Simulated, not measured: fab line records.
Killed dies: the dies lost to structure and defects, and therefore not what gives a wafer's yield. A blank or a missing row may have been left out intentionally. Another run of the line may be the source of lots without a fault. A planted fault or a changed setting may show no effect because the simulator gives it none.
The tool behind it: which one? ; flow berkeleyCmos170 ; 21 wafers from 7 lots sampled at 3 of the route's 331 steps

## WHAT EACH GAUGE READ, for each wafer
UCB170_PFIELD_TW_MEAS_09.
lot;measured;on;PFIELD_TW
L368;day 4 18:25;filmMetro-02;603 602 602
L372;day 6 05:07;filmMetro-01;598 598 596
L375;day 6 13:56;filmMetro-01;551 550 550 549 550 552
L378;day 7 07:22;filmMetro-02;600 601 600
L381;day 7 23:10;filmMetro-02;604 603 604
L386;day 9 06:20;filmMetro-01;602 598 599
L390;day 10 09:59;filmMetro-01;597 596 598

## TOOL THAT RAN EACH LOT (tool first, then ch and the chambers of the sampled wafers, then the start)
lot;UCB170_PWELL_ETCH_14;UCB170_PFIELD_IMPLANT_07
L368;rieDiel-03 ch 0,2,3, day 3 08:15;implanter-03 ch 0, day 4 18:12
L372;rieDiel-02 ch 0,1,3, day 4 12:19;implanter-02 ch 0, day 6 04:51
L375;rieDiel-02 ch 0,1,2, day 5 01:50;implanter-04 ch 0, day 6 13:42
L378;rieDiel-01 ch 0,1,2, day 5 15:20;implanter-03 ch 0, day 7 07:07
L381;rieDiel-02 ch 0,1,3, day 6 04:07;implanter-03 ch 0, day 7 22:55
L386;rieDiel-02 ch 2,3, day 7 08:20;implanter-02 ch 0, day 9 06:05
L390;rieDiel-01 ch 0,2, day 8 20:27;implanter-04 ch 0, day 10 09:43
- UCB170_PWELL_ETCH_14: etches Si3N4 in CH3F/Ar/O2, stops on SiO2, target depth 242 nm, time 151 s.
- UCB170_PFIELD_IMPLANT_07

## THE ANSWER, worked out from the rows above alone
Rule: the lots themselves supply what counts as usual. The widest of any qualifying gaps counts: lots, ordered by their means at a reading, are off when they make up no more than a third of the lots, leave a main group of 4 or more, and stand apart from it by 3 or more times the standard deviation of that group's means. A main group whose means are all the same, to the digits that the tables above print for the reading, isn't used. Also off: a lot with no number at a reading for which 4 or more lots have one. Any other lot the step has rows for is counted as sound.
Off: L375, at UCB170_PFIELD_TW_MEAS_09 (PFIELD_TW). Main group: mean 600, sd 2.4.
If a tool, at a process step before that reading, ran all the lots that are off and no sound lot after the first of them, it fits. The gauges at UCB170_PFIELD_TW_MEAS_09 are tried like those tools. Not one of the candidates tried fits.

## WHAT WAS PUT IN BY THE SIMULATOR
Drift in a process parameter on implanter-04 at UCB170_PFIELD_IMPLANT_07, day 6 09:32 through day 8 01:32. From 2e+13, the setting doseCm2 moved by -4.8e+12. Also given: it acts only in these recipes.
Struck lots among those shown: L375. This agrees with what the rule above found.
